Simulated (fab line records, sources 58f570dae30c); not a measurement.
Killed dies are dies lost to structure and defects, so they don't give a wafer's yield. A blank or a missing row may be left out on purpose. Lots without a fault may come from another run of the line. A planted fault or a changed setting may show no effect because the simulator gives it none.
fab line records | flow berkeley_cmos170
record lots=5 wafers=15 last_day=10
route steps=331 shown NLDD@160 SPACER@171 PSD@175 NSD@187 BACKSIDE@199
lots that met no fault: from a run of the same line without faults
start_h: hours from the record's first day to the start of the lot's first wafer shown | wait_h: hours since the lot's step before | " the same as in the row above | L1.1+2: a row that stands for several wafers | - no value, or no start given | * or withheld: withheld | < > ~ a bound
route shown NAME@n: a module of which the file shows steps, and the number in the route of the first | usual: mean/standard deviation of fault-free wafers | same: alike in all rows | chamber/n: place in a boat | sites: the reading at each site | _std_site: their standard deviation | _edge_site: outer sites' mean less inner sites' | radius_mm: how far each site lies from the wafer's centre | mask NAME#n: copy n | behind: the tool/chamber that last shaped the wafer | hold: why the lot was held/for how many hours/how that ended | device: the transistor (n, p or np) that didn't switch | end of line: the same wafers' tests at the end of the route | a step without rows: its recipe alone | killed: dies lost to structure and defects at the first sort, not the wafer's yield | map: a wafer's dies, x killed, . not, _ none there
set.NAME: the setting as run; set.NAME@STEP: as run at that earlier step | model.NAME: the simulator's own value behind a step, which no gauge read
lots at some steps of the route; a table a step, a row a wafer
services: from which hour (start_h, from the record's first day; less than 0 if before it) a tool's chamber was out of use, for how many hours, and why
## steps
# step UCB170_NLDD_SOFTBAKE_02
# recipe resist=KrF temp_c=130 time_s=60
# columns lot.wafer tool chamber start_h wait_h
L077.2+5+6 litho_track-04 0 169.59 0.1
L075.1+4+6 litho_track-02 0 169.81 0.1
L076.3+5+6 litho_track-02 0 170.76 0.1
L084.1+2+4 litho_track-03 0 205.60 0.1
L083.1+5+6 litho_track-03 0 206.05 0.1
# step UCB170_NLDD_EXPOSE_03
# recipe mask_id=NSELECT na=0.5 sigma_outer=0.6 source_shape=conventional target_cd_nm=1200 dose_mj=30
# same na=0.5
# columns lot.wafer tool chamber start_h wait_h mask
L077.2+5+6 krf_scanner-01 0 169.95 0.3 NSELECT#0
L075.1+4+6 krf_scanner-02 0 170.17 0.3 NSELECT#0
L076.3+5+6 krf_scanner-02 0 170.90 0.1 NSELECT#0
L084.1+2+4 krf_scanner-01 0 205.78 0.2 NSELECT#0
L083.1+5+6 krf_scanner-02 0 206.32 0.2 NSELECT#0
# step UCB170_NLDD_PEB_04
# recipe peb_temp_c=130 peb_time_s=withheld resist=KrF
# columns lot.wafer tool chamber start_h wait_h
L077.2+5+6 litho_track-03 0 170.94 1.0
L075.1+4+6 litho_track-04 0 171.17 1.0
L076.3+5+6 litho_track-03 0 171.51 0.6
L084.1+2+4 litho_track-02 0 206.54 0.7
L083.1+5+6 litho_track-03 0 206.92 0.6
# step UCB170_NLDD_DEVELOP_05
# recipe developer=TMAH develop_time_s=45 resist=KrF dev_temp_c=21
# usual developer_temp_C=21.01/0.11
# columns lot.wafer tool chamber start_h wait_h developer_temp_C
L077.2 litho_track-03 0 - - 20.96
L077.5 " 0 " " 21.03
L077.6 " 0 " " 20.89
L075.1 litho_track-04 0 - - 20.97
L075.4 " 0 " " 21.02
L075.6 " 0 " " 20.93
L076.3 litho_track-03 0 - - 21.14
L076.5 " 0 " " 21.01
L076.6 " 0 " " 20.93
L084.1 litho_track-02 0 - - 21.03
L084.2 " 0 " " 21.01
L084.4 " 0 " " 20.96
L083.1 litho_track-03 0 - - 20.86
L083.5 " 0 " " 20.82
L083.6 " 0 " " 20.88
# step UCB170_NLDD_CD_MEAS_06
# recipe target_cd_nm=1200
# usual cd_nm=1199.5/1.4
# columns lot.wafer tool chamber start_h wait_h cd_nm
L077.2 cd_sem-01 - 171.21 - 1200.5
L077.5 " - " " 1200.5
L077.6 " - " " 1199.0
L075.1 cd_sem-01 - 171.44 - 1198.9
L075.4 " - " " 1197.4
L075.6 " - " " 1197.0
L076.3 cd_sem-01 - 171.80 - 1198.0
L076.5 " - " " 1200.2
L076.6 " - " " 1198.8
L084.1 cd_sem-02 - 206.81 - 1200.7
L084.2 " - " " 1202.2
L084.4 " - " " 1201.3
L083.1 cd_sem-01 - 207.20 - 1200.0
L083.5 " - " " 1200.0
L083.6 " - " " 1199.0
# step UCB170_NLDD_OVL_MEAS_07
# usual NLDD_OVL=1/6.2
# columns lot.wafer tool chamber start_h wait_h NLDD_OVL[nm]
L077.2 overlay-01 - 171.32 0.1 -7
L077.5 " - " " 2
L077.6 " - " " -1
L075.1 overlay-01 - 171.56 0.1 7
L075.4 " - " " 8
L075.6 " - " " 8
L076.3 overlay-01 - 171.89 0.1 12
L076.5 " - " " 9
L076.6 " - " " 3
L084.1 overlay-02 - 206.93 0.1 8
L084.2 " - " " -2
L084.4 " - " " 2
L083.1 overlay-02 - 207.32 0.1 10
L083.5 " - " " 8
L083.6 " - " " 13
# step UCB170_NLDD_IMPLANT_08
# recipe species=As dose_cm2=5e+13 energy_kev=30 tilt_deg=7 rotation_deg=0
# columns lot.wafer tool chamber start_h wait_h
L077.2+5+6 implanter-03 0 171.37 0.0
L075.1+4+6 implanter-01 0 171.60 0.0
L076.3+5+6 implanter-02 0 171.97 0.1
L084.1+2+4 implanter-01 0 206.97 0.0
L083.1+5+6 implanter-02 0 207.35 0.0
# step UCB170_NLDD_IMPLANT_09
# recipe species=As dose_cm2=5e+13 energy_kev=30 tilt_deg=7 rotation_deg=180
# columns lot.wafer tool chamber start_h wait_h
L077.2+5+6 implanter-03 0 171.52 0.1
L075.1+4+6 implanter-01 0 171.75 0.1
L076.3+5+6 implanter-02 0 172.12 0.1
L084.1+2+4 implanter-01 0 207.12 0.1
L083.1+5+6 implanter-02 0 207.50 0.1
# step UCB170_NLDD_STRIP_10
# recipe chemistry=O2 power_w=400 pressure_mtorr=3500 platen_temp_c=withheld o2_flow_sccm=400 overash_fraction=0.5
# usual drypump_motor_current_A=5.5/0.39 o2_flow_sccm=399.9/1.1 oes_product_au=0.735/0.0044 strip_time_to_endpoint_s=21.59/0.069
# same overash_fraction=0.5
# columns lot.wafer tool chamber start_h wait_h drypump_motor_current_A o2_flow_sccm oes_product_au rf_hours_counter_h strip_time_to_endpoint_s
L077.2 plasma_asher-03 1 171.65 0.1 5.6 400.2 0.734 36 21.63
L077.5 " 1 " " 5.6 399.5 0.735 - 21.64
L077.6 " 0 " " 5.8 398.7 0.732 - 21.70
L075.1 plasma_asher-01 1 171.90 0.1 6.1 399.3 0.743 46 21.49
L075.4 " 1 " " 6.1 400.4 0.731 - 21.49
L075.6 " 0 " " 5.3 400.3 0.739 - 21.47
L076.3 plasma_asher-01 1 172.25 0.1 6.2 399.1 0.737 - 21.61
L076.5 " 1 " " 6.1 398.2 0.737 - 21.60
L076.6 " 0 " " 5.3 400.1 0.730 - 21.52
L084.1 plasma_asher-03 0 207.28 0.1 5.8 399.1 0.740 41 21.52
L084.2 " 1 " " 5.6 397.3 0.731 41 21.56
L084.4 " 1 " " 5.6 399.5 0.735 - 21.58
L083.1 plasma_asher-01 0 207.65 0.1 5.3 400.8 0.741 50 21.61
L083.5 " 1 " " 6.1 398.7 0.739 - 21.41
L083.6 " 0 " " 5.3 401.3 0.735 - 21.53
# step UCB170_NLDD_TW_MEAS_11
# usual NLDD_TW=2214/26
# columns lot.wafer tool chamber start_h wait_h NLDD_TW
L077.2 film_metro-04 - 171.75 0.1 2247
L077.5 " - " " 2270
L077.6 " - " " 2261
L075.1 film_metro-01 - 172.00 0.1 2183
L075.4 " - " " 2187
L075.6 " - " " 2180
L076.3 film_metro-02 - 172.34 0.1 2194
L076.5 " - " " 2205
L076.6 " - " " 2199
L084.1 film_metro-01 - 207.38 0.1 2189
L084.2 " - " " 2189
L084.4 " - " " 2187
L083.1 film_metro-01 - 207.75 0.1 2184
L083.5 " - " " 2190
L083.6 " - " " 2188
# step UCB170_NLDD_CLEAN_12
# recipe chemistry=SPM temp_c=120 time_s=600
# columns lot.wafer tool chamber start_h wait_h
L077.2+5+6 wet_bench-01 3 171.80 0.0
L075.1+4+6 wet_bench-01 3 172.06 0.1
L076.3+5+6 wet_bench-01 2 172.43 0.1
L084.1+2+4 wet_bench-01 2 207.56 0.2
L083.1+5+6 wet_bench-01 0 207.81 0.1
# step UCB170_SPACER_CVD_00
# recipe material=SiO2 target_thk_nm=376 temp_c=390 precursor=TEOS/O2 time_s=47 rf_w=550 pressure_mtorr=9000
# usual heater_power_w=248/68
# columns lot.wafer tool chamber start_h wait_h heater_power_w
L077.2 pecvd-02 1 171.98 0.0 372
L077.5 " 0 " " 214
L077.6 " 1 " " 384
L075.1 pecvd-03 1 172.23 0.0 267
L075.4 " 0 " " 210
L075.6 " 1 " " 281
L076.3 pecvd-02 2 172.61 0.0 225
L076.5 " 1 " " 365
L076.6 " 0 " " 207
L084.1 pecvd-04 0 207.75 0.0 322
L084.2 " 1 " " 210
L084.4 " 0 " " 340
L083.1 pecvd-02 1 208.00 0.0 363
L083.5 " 0 " " 200
L083.6 " 2 " " 211
# step UCB170_SPACER_THK_MEAS_01
# recipe reads=SiO2_of_SPACER_CVD_00
# usual SPACER_TEOS_THK=374/4.9
# columns lot.wafer tool chamber start_h wait_h SPACER_TEOS_THK[nm]
L077.2 film_metro-02 - 172.03 0.0 364
L077.5 " - " " 373
L077.6 " - " " 373
L075.1 film_metro-03 - 172.27 0.0 371
L075.4 " - " " 376
L075.6 " - " " 378
L076.3 film_metro-03 - 172.67 0.0 372
L076.5 " - " " 376
L076.6 " - " " 385
L084.1 film_metro-03 - 207.79 0.0 365
L084.2 " - " " 372
L084.4 " - " " 370
L083.1 film_metro-03 - 208.05 0.0 367
L083.5 " - " " 383
L083.6 " - " " 379
# step UCB170_SPACER_ANNEAL_02
# recipe temp_c=900 time_s=1800 ambient=N2
# columns lot.wafer tool chamber start_h wait_h
L075.1+4+6 furnace-01 0 177.72 5.4
L076.3+5+6 furnace-01 0 177.72 5.0
L077.2+5+6 furnace-01 0 177.72 5.7
L083.1+5+6 furnace-01 0 213.47 5.4
L084.1+2+4 furnace-01 0 213.47 5.7
# step UCB170_SPACER_ETCHBACK_03
# recipe stop_on=Si target=SiO2 chemistry=CHF3/CF4/Ar CHF3_flow_sccm=50 cf4_flow_sccm=10 Ar_flow_sccm=120 pressure_mtorr=200 rf_w=500 target_depth_a=3760 time_s=100
# usual drypump_motor_current_A=5.8/0.44 oes_product_au=0.895/0.016 throttle_valve_pct=6.44/0.1
# columns lot.wafer tool chamber start_h wait_h drypump_motor_current_A oes_product_au rf_hours_counter_h throttle_valve_pct
L075.1 rie_diel-04 0 179.22 0.0 5.3 0.903 2 6.35
L075.4 " 1 " " 5.2 0.888 73 6.58
L075.6 " 1 " " 5.2 0.888 - 6.59
L077.2 rie_diel-01 3 179.22 0.0 5.8 0.859 134 6.30
L077.5 " 0 " " 5.3 0.903 - 6.49
L077.6 " 3 " " 5.8 0.878 - 6.32
L076.3 rie_diel-01 0 179.29 0.1 5.3 0.899 147 6.49
L076.5 " 0 " " 5.3 0.908 - 6.49
L076.6 " 3 " " 5.8 0.898 - 6.31
L083.1 rie_diel-03 1 214.97 0.0 6.5 0.874 90 6.46
L083.5 " 2 " " 6.2 0.920 - 6.47
L083.6 " 3 " " 5.6 0.904 - 6.32
L084.1 rie_diel-01 3 214.97 0.0 5.8 0.868 136 6.28
L084.2 " 0 " " 5.3 0.875 0 6.49
L084.4 " 1 " " 6.0 0.888 45 6.31
# step UCB170_PSD_HMDS_00
# recipe prime_time_s=60 prime_temp_c=100
# columns lot.wafer tool chamber start_h wait_h
L077.2+5+6 litho_track-01 0 179.78 0.5
L075.1+4+6 litho_track-02 0 179.80 0.5
L076.3+5+6 litho_track-04 0 180.21 0.9
L083.1+5+6 litho_track-02 0 215.04 0.0
L084.1+2+4 litho_track-01 0 215.18 0.2
# step UCB170_PSD_COAT_01
# recipe resist=KrF spin_rpm=1500 resist_thk_nm=900
# columns lot.wafer tool chamber start_h wait_h
L077.2+5+6 litho_track-01 0 179.93 0.1
L075.1+4+6 litho_track-02 0 179.95 0.1
L076.3+5+6 litho_track-04 0 180.36 0.1
L083.1+5+6 litho_track-02 0 215.19 0.1
L084.1+2+4 litho_track-01 0 215.33 0.1
# step UCB170_PSD_SOFTBAKE_02
# recipe resist=KrF temp_c=130 time_s=60
# columns lot.wafer tool chamber start_h wait_h
L077.2+5+6 litho_track-01 0 180.08 0.1
L075.1+4+6 litho_track-02 0 180.10 0.1
L076.3+5+6 litho_track-04 0 180.51 0.1
L083.1+5+6 litho_track-02 0 215.34 0.1
L084.1+2+4 litho_track-01 0 215.48 0.1
# step UCB170_PSD_EXPOSE_03
# recipe mask_id=PSELECT_MOD na=0.5 sigma_outer=0.6 source_shape=conventional target_cd_nm=1200 dose_mj=30
# same na=0.5
# columns lot.wafer tool chamber start_h wait_h mask
L077.2+5+6 krf_scanner-02 0 180.42 0.3 PSELECT_MOD#0
L075.1+4+6 krf_scanner-02 0 180.52 0.4 PSELECT_MOD#0
L076.3+5+6 krf_scanner-01 0 180.80 0.3 PSELECT_MOD#0
L083.1+5+6 krf_scanner-01 0 215.74 0.4 PSELECT_MOD#0
L084.1+2+4 krf_scanner-02 0 215.98 0.5 PSELECT_MOD#0
# step UCB170_PSD_PEB_04
# recipe peb_temp_c=130 peb_time_s=withheld resist=KrF
# columns lot.wafer tool chamber start_h wait_h
L075.1+4+6 litho_track-04 0 181.16 0.6
L077.2+5+6 litho_track-02 0 181.17 0.7
L076.3+5+6 litho_track-02 0 181.47 0.7
L083.1+5+6 litho_track-02 0 215.89 0.1
L084.1+2+4 litho_track-02 0 216.16 0.2
# step UCB170_PSD_DEVELOP_05
# recipe developer=TMAH develop_time_s=45 resist=KrF dev_temp_c=21
# usual developer_temp_C=20.99/0.1
# columns lot.wafer tool chamber start_h wait_h developer_temp_C
L075.1 litho_track-04 0 - - 21.13
L075.4 " 0 " " 20.98
L075.6 " 0 " " 21.00
L077.2 litho_track-02 0 - - 21.16
L077.5 " 0 " " 20.95
L077.6 " 0 " " 21.03
L076.3 litho_track-02 0 - - 20.93
L076.5 " 0 " " 20.99
L076.6 " 0 " " 21.00
L083.1 litho_track-02 0 - - 20.97
L083.5 " 0 " " 20.94
L083.6 " 0 " " 20.90
L084.1 litho_track-02 0 - - 21.07
L084.2 " 0 " " 21.18
L084.4 " 0 " " 21.01
# step UCB170_PSD_CD_MEAS_06
# recipe target_cd_nm=1200
# usual cd_nm=1199.6/1.4
# columns lot.wafer tool chamber start_h wait_h cd_nm
L075.1 cd_sem-02 - 181.43 - 1198.8
L075.4 " - " " 1198.4
L075.6 " - " " 1200.1
L077.2 cd_sem-01 - 181.44 - 1198.4
L077.5 " - " " 1199.6
L077.6 " - " " 1198.1
L076.3 cd_sem-02 - 181.74 - 1199.1
L076.5 " - " " 1199.8
L076.6 " - " " 1201.1
L083.1 cd_sem-01 - 216.16 - 1199.1
L083.5 " - " " 1198.4
L083.6 " - " " 1198.9
L084.1 cd_sem-01 - 216.44 - 1197.3
L084.2 " - " " 1198.8
L084.4 " - " " 1197.2
# step UCB170_PSD_OVL_MEAS_07
# usual PSD_OVL=6/4.4
# columns lot.wafer tool chamber start_h wait_h PSD_OVL[nm]
L077.2 overlay-02 - 181.55 0.1 6
L077.5 " - " " 5
L077.6 " - " " 7
L075.1 overlay-01 - 181.55 0.1 10
L075.4 " - " " 11
L075.6 " - " " 8
L076.3 overlay-01 - 181.83 0.1 -1
L076.5 " - " " 5
L076.6 " - " " 6
L083.1 overlay-01 - 216.28 0.1 4
L083.5 " - " " -1
L083.6 " - " " 0
L084.1 overlay-01 - 216.56 0.1 9
L084.2 " - " " 12
L084.4 " - " " 11
# step UCB170_PSD_IMPLANT_08
# recipe species=B dose_cm2=3e+15 energy_kev=20 tilt_deg=7
# columns lot.wafer tool chamber start_h wait_h
L075.1+4+6 implanter-02 0 181.59 0.0
L077.2+5+6 implanter-04 0 181.60 0.0
L076.3+5+6 implanter-01 0 181.90 0.1
L083.1+5+6 implanter-04 0 216.32 0.0
L084.1+2+4 implanter-02 0 216.59 0.0
# step UCB170_PSD_STRIP_09
# recipe chemistry=O2 power_w=400 pressure_mtorr=3500 platen_temp_c=withheld o2_flow_sccm=400 overash_fraction=0.5
# usual drypump_motor_current_A=5.5/0.46 o2_flow_sccm=399.9/1.3 oes_product_au=0.601/0.0043 strip_time_to_endpoint_s=29.39/0.085
# same overash_fraction=0.5
# columns lot.wafer tool chamber start_h wait_h drypump_motor_current_A o2_flow_sccm oes_product_au rf_hours_counter_h strip_time_to_endpoint_s
L077.2 plasma_asher-02 0 181.73 0.1 6.1 396.4 0.604 46 29.34
L077.5 " 1 " " 5.2 398.1 0.609 - 29.43
L077.6 " 0 " " 6.1 398.5 0.596 - 29.40
L075.1 plasma_asher-04 1 181.74 0.1 5.2 399.7 0.607 6 29.36
L075.4 " 0 " " 5.0 402.3 0.600 - 29.34
L075.6 " 0 " " 5.0 401.3 0.601 - 29.27
L076.3 plasma_asher-01 1 182.04 0.1 6.1 398.3 0.608 - 29.35
L076.5 " 0 " " 5.3 399.7 0.602 - 29.29
L076.6 " 1 " " 6.2 399.3 0.608 - 29.36
L083.1 plasma_asher-02 1 216.47 0.1 5.2 400.3 0.595 50 29.41
L083.5 " 0 " " 6.1 401.3 0.608 - 29.37
L083.6 " 1 " " 5.2 399.7 0.605 - 29.35
L084.1 plasma_asher-01 0 216.74 0.1 5.3 400.9 0.603 51 29.48
L084.2 " 1 " " 6.2 399.4 0.601 51 29.47
L084.4 " 1 " " 6.2 398.9 0.601 - 29.50
# step UCB170_PSD_TW_MEAS_10
# usual PSD_TW=2334/34
# columns lot.wafer tool chamber start_h wait_h PSD_TW
L075.1 film_metro-02 - 181.84 0.1 2301
L075.4 " - " " 2303
L075.6 " - " " 2306
L077.2 film_metro-04 - 181.84 0.1 2372
L077.5 " - " " 2371
L077.6 " - " " 2368
L076.3 film_metro-01 - 182.12 0.1 2280
L076.5 " - " " 2281
L076.6 " - " " 2289
L083.1 film_metro-04 - 216.57 0.1 2368
L083.5 " - " " 2356
L083.6 " - " " 2348
L084.1 film_metro-01 - 216.84 0.1 2304
L084.2 " - " " 2325
L084.4 " - " " 2310
# step UCB170_PSD_CLEAN_11
# recipe chemistry=SPM temp_c=120 time_s=600
# columns lot.wafer tool chamber start_h wait_h
L075.1+4+6 wet_bench-04 2 182.06 0.2
L077.2+5+6 wet_bench-04 2 182.06 0.2
L076.3+5+6 wet_bench-04 3 182.50 0.4
L083.1+5+6 wet_bench-04 3 216.63 0.1
L084.1+2+4 wet_bench-03 3 216.90 0.1
# step UCB170_NSD_HMDS_00
# recipe prime_time_s=60 prime_temp_c=100
# columns lot.wafer tool chamber start_h wait_h
L077.2+5+6 litho_track-01 0 182.47 0.0
L075.1+4+6 litho_track-02 0 182.70 0.3
L076.3+5+6 litho_track-01 0 183.39 0.5
L083.1+5+6 litho_track-03 0 217.15 0.3
L084.1+2+4 litho_track-01 0 217.52 0.4
# step UCB170_NSD_COAT_01
# recipe resist=KrF spin_rpm=1500 resist_thk_nm=900
# columns lot.wafer tool chamber start_h wait_h
L077.2+5+6 litho_track-01 0 182.62 0.1
L075.1+4+6 litho_track-02 0 182.85 0.1
L076.3+5+6 litho_track-01 0 183.54 0.1
L083.1+5+6 litho_track-03 0 217.30 0.1
L084.1+2+4 litho_track-01 0 217.67 0.1
# step UCB170_NSD_SOFTBAKE_02
# recipe resist=KrF temp_c=130 time_s=60
# columns lot.wafer tool chamber start_h wait_h
L077.2+5+6 litho_track-01 0 182.77 0.1
L075.1+4+6 litho_track-02 0 183.00 0.1
L076.3+5+6 litho_track-01 0 183.69 0.1
L083.1+5+6 litho_track-03 0 217.45 0.1
L084.1+2+4 litho_track-01 0 217.82 0.1
# step UCB170_NSD_EXPOSE_03
# recipe mask_id=NSELECT_MOD na=0.5 sigma_outer=0.6 source_shape=conventional target_cd_nm=1200 dose_mj=30
# same na=0.5
# columns lot.wafer tool chamber start_h wait_h mask
L077.2+5+6 krf_scanner-02 0 182.91 0.1 NSELECT_MOD#0
L075.1+4+6 krf_scanner-01 0 183.27 0.2 NSELECT_MOD#0
L076.3+5+6 krf_scanner-01 0 183.83 0.1 NSELECT_MOD#0
L083.1+5+6 krf_scanner-02 0 217.60 0.1 NSELECT_MOD#0
L084.1+2+4 krf_scanner-02 0 217.97 0.1 NSELECT_MOD#0
# step UCB170_NSD_PEB_04
# recipe peb_temp_c=130 peb_time_s=withheld resist=KrF
# columns lot.wafer tool chamber start_h wait_h
L077.2+5+6 litho_track-02 0 183.62 0.7
L075.1+4+6 litho_track-01 0 183.79 0.5
L076.3+5+6 litho_track-02 0 184.20 0.3
L083.1+5+6 litho_track-03 0 218.15 0.5
L084.1+2+4 litho_track-01 0 218.42 0.4
# step UCB170_NSD_DEVELOP_05
# recipe developer=TMAH develop_time_s=45 resist=KrF dev_temp_c=21
# usual developer_temp_C=21.01/0.12
# columns lot.wafer tool chamber start_h wait_h developer_temp_C
L077.2 litho_track-02 0 - - 20.99
L077.5 " 0 " " 21.01
L077.6 " 0 " " 20.86
L075.1 litho_track-01 0 - - 21.12
L075.4 " 0 " " 21.05
L075.6 " 0 " " 21.01
L076.3 litho_track-02 0 - - 20.88
L076.5 " 0 " " 20.77
L076.6 " 0 " " 21.03
L083.1 litho_track-03 0 - - 20.95
L083.5 " 0 " " 20.98
L083.6 " 0 " " 21.02
L084.1 litho_track-01 0 - - 20.98
L084.2 " 0 " " 20.93
L084.4 " 0 " " 21.12
# step UCB170_NSD_CD_MEAS_06
# recipe target_cd_nm=1200
# usual cd_nm=1199.6/1.2
# columns lot.wafer tool chamber start_h wait_h cd_nm
L077.2 cd_sem-01 - 183.89 - 1199.5
L077.5 " - " " 1201.6
L077.6 " - " " 1200.4
L075.1 cd_sem-02 - 184.07 - 1199.0
L075.4 " - " " 1199.9
L075.6 " - " " 1199.7
L076.3 cd_sem-02 - 184.46 - 1198.2
L076.5 " - " " 1199.2
L076.6 " - " " 1199.2
L083.1 cd_sem-02 - 218.42 - 1201.4
L083.5 " - " " 1199.4
L083.6 " - " " 1200.1
L084.1 cd_sem-01 - 218.69 - 1198.0
L084.2 " - " " 1198.3
L084.4 " - " " 1198.8
# step UCB170_NSD_OVL_MEAS_07
# usual NSD_OVL=-1/5.5
# columns lot.wafer tool chamber start_h wait_h NSD_OVL[nm]
L077.2 overlay-02 - 184.00 0.1 2
L077.5 " - " " -6
L077.6 " - " " 5
L075.1 overlay-01 - 184.19 0.1 9
L075.4 " - " " 6
L075.6 " - " " 4
L076.3 overlay-01 - 184.55 0.1 3
L076.5 " - " " 5
L076.6 " - " " -3
L083.1 overlay-02 - 218.54 0.1 -4
L083.5 " - " " -2
L083.6 " - " " 4
L084.1 overlay-01 - 218.81 0.1 -9
L084.2 " - " " -1
L084.4 " - " " 3
# step UCB170_NSD_IMPLANT_08
# recipe species=P dose_cm2=3e+15 energy_kev=40 tilt_deg=7
# columns lot.wafer tool chamber start_h wait_h
L077.2+5+6 implanter-04 0 184.05 0.0
L075.1+4+6 implanter-01 0 184.22 0.0
L076.3+5+6 implanter-01 0 184.63 0.1
L083.1+5+6 implanter-01 0 218.58 0.0
L084.1+2+4 implanter-01 0 218.85 0.0
# step UCB170_NSD_STRIP_09
# recipe chemistry=O2 power_w=400 pressure_mtorr=3500 platen_temp_c=withheld o2_flow_sccm=400 overash_fraction=0.5
# usual drypump_motor_current_A=5.7/0.37 o2_flow_sccm=399.8/1.3 oes_product_au=0.534/0.0045 strip_time_to_endpoint_s=35.83/0.089
# same overash_fraction=0.5
# columns lot.wafer tool chamber start_h wait_h drypump_motor_current_A o2_flow_sccm oes_product_au rf_hours_counter_h strip_time_to_endpoint_s
L077.2 plasma_asher-02 1 184.18 0.1 5.2 401.7 0.533 46 35.86
L077.5 " 0 " " 6.1 399.1 0.535 - 35.79
L077.6 " 1 " " 5.2 401.8 0.532 - 35.76
L075.1 plasma_asher-01 1 184.37 0.1 6.2 400.1 0.537 47 35.75
L075.4 " 0 " " 5.3 399.3 0.531 - 35.67
L075.6 " 0 " " 5.3 398.3 0.532 - 35.73
L076.3 plasma_asher-02 1 184.76 0.1 5.2 399.1 0.536 - 36.01
L076.5 " 1 " " 5.2 399.1 0.539 - 35.97
L076.6 " 0 " " 6.1 397.7 0.534 - 35.92
L083.1 plasma_asher-03 0 218.73 0.1 5.8 398.9 0.529 42 35.85
L083.5 " 1 " " 5.6 400.8 0.536 - 35.81
L083.6 " 0 " " 5.8 399.6 0.543 - 35.79
L084.1 plasma_asher-02 0 219.00 0.1 6.1 401.4 0.539 50 35.87
L084.2 " 1 " " 5.2 400.6 0.541 50 35.94
L084.4 " 1 " " 5.2 400.1 0.529 - 35.94
# step UCB170_NSD_TW_MEAS_10
# usual NSD_TW=4205/54
# columns lot.wafer tool chamber start_h wait_h NSD_TW
L077.2 film_metro-04 - 184.29 0.1 4275
L077.5 " - " " 4268
L077.6 " - " " 4273
L075.1 film_metro-02 - 184.47 0.1 4173
L075.4 " - " " 4175
L075.6 " - " " 4163
L076.3 film_metro-02 - 184.85 0.1 4137
L076.5 " - " " 4179
L076.6 " - " " 4158
L083.1 film_metro-02 - 218.83 0.1 4176
L083.5 " - " " 4175
L083.6 " - " " 4188
L084.1 film_metro-04 - 219.10 0.1 4251
L084.2 " - " " 4254
L084.4 " - " " 4251
# step UCB170_NSD_CLEAN_11
# recipe chemistry=SPM temp_c=120 time_s=600
# columns lot.wafer tool chamber start_h wait_h
L077.2+5+6 wet_bench-01 2 184.34 0.0
L075.1+4+6 wet_bench-01 2 184.53 0.1
L076.3+5+6 wet_bench-02 3 185.56 0.7
L083.1+5+6 wet_bench-04 3 218.89 0.1
L084.1+2+4 wet_bench-01 0 219.16 0.1
# step UCB170_BACKSIDE_HMDS_00
# recipe prime_time_s=60 prime_temp_c=100
# columns lot.wafer tool chamber start_h wait_h
L077.2+5+6 litho_track-04 0 184.54 0.0
L075.1+4+6 litho_track-03 0 184.75 0.0
L076.3+5+6 litho_track-03 0 185.79 0.1
L083.1+5+6 litho_track-03 0 219.60 0.5
L084.1+2+4 litho_track-04 0 219.87 0.5
# step UCB170_BACKSIDE_COAT_01
# recipe resist=KrF spin_rpm=1500 resist_thk_nm=900
# columns lot.wafer tool chamber start_h wait_h
L077.2+5+6 litho_track-04 0 184.69 0.1
L075.1+4+6 litho_track-03 0 184.90 0.1
L076.3+5+6 litho_track-03 0 185.94 0.1
L083.1+5+6 litho_track-03 0 219.75 0.1
L084.1+2+4 litho_track-04 0 220.02 0.1
# step UCB170_BACKSIDE_SOFTBAKE_02
# recipe resist=KrF temp_c=130 time_s=60
# columns lot.wafer tool chamber start_h wait_h
L077.2+5+6 litho_track-04 0 184.84 0.1
L075.1+4+6 litho_track-03 0 185.05 0.1
L076.3+5+6 litho_track-03 0 186.09 0.1
L083.1+5+6 litho_track-03 0 219.90 0.1
L084.1+2+4 litho_track-04 0 220.17 0.1
# step UCB170_BACKSIDE_STRIP_03
# recipe chemistry=O2 power_w=400 pressure_mtorr=3500 platen_temp_c=withheld o2_flow_sccm=400 overash_fraction=0.5
# usual drypump_motor_current_A=5.4/0.37 o2_flow_sccm=400.1/1.2 oes_product_au=0.735/0.0047 strip_time_to_endpoint_s=21.96/0.066
# same overash_fraction=0.5
# columns lot.wafer tool chamber start_h wait_h drypump_motor_current_A o2_flow_sccm oes_product_au rf_hours_counter_h strip_time_to_endpoint_s
L077.2 plasma_asher-02 1 184.96 0.1 5.2 401.2 0.740 47 21.82
L077.5 " 0 " " 6.1 399.4 0.736 - 21.82
L077.6 " 1 " " 5.2 398.8 0.738 - 21.86
L075.1 plasma_asher-04 1 185.20 0.1 5.2 398.1 0.739 7 21.95
L075.4 " 0 " " 5.0 400.6 0.733 - 21.88
L075.6 " 1 " " 5.2 399.7 0.740 - 21.95
L076.3 plasma_asher-04 1 186.22 0.1 5.3 399.5 0.730 - 21.96
L076.5 " 0 " " 5.0 399.0 0.735 - 22.03
L076.6 " 1 " " 5.3 399.3 0.734 - 22.06
L083.1 plasma_asher-02 1 220.05 0.1 5.2 400.5 0.740 50 21.91
L083.5 " 1 " " 5.2 401.3 0.734 - 21.94
L083.6 " 0 " " 6.1 398.9 0.735 - 21.94
L084.1 plasma_asher-03 1 220.32 0.1 5.6 400.1 0.733 42 21.93
L084.2 " 0 " " 5.8 398.8 0.734 42 21.91
L084.4 " 1 " " 5.6 399.3 0.733 - 21.91
# step UCB170_BACKSIDE_CLEAN_04
# recipe chemistry=SPM temp_c=120 time_s=600
# columns lot.wafer tool chamber start_h wait_h
L075.1+4+6 wet_bench-03 0 185.51 0.3
L077.2+5+6 wet_bench-03 1 185.51 0.5
L076.3+5+6 wet_bench-04 2 186.29 0.0
L083.1+5+6 wet_bench-03 0 220.15 0.1
L084.1+2+4 wet_bench-03 3 220.42 0.1
## services
# columns tool chamber start_h hours kind
krf_scanner-01 - 149.39 1.2 repair
pecvd-03 0 149.50 - clean
pecvd-03 1 149.50 - clean
pecvd-03 2 149.50 - clean
implanter-02 - 150.71 1.6 repair
krf_scanner-01 0 153.64 - calibration
krf_scanner-02 - 155.20 0.8 pm
krf_scanner-02 - 159.15 1.3 pm
krf_scanner-02 - 166.28 3.6 pm
rie_diel-03 3 169.44 1.8 repair
implanter-03 - 172.09 14.6 repair
krf_scanner-01 - 182.80 - calibration
rie_diel-01 0 192.18 - clean
rie_diel-01 0 192.18 16.1 scheduled_down
rie_diel-01 0 192.18 16.1 vent_cycle
implanter-03 - 197.11 13.0 repair
pecvd-04 - 211.91 2.9 repair
rie_diel-03 3 216.54 2.3 repair
krf_scanner-01 - 218.71 4.0 pm
## key
fault none
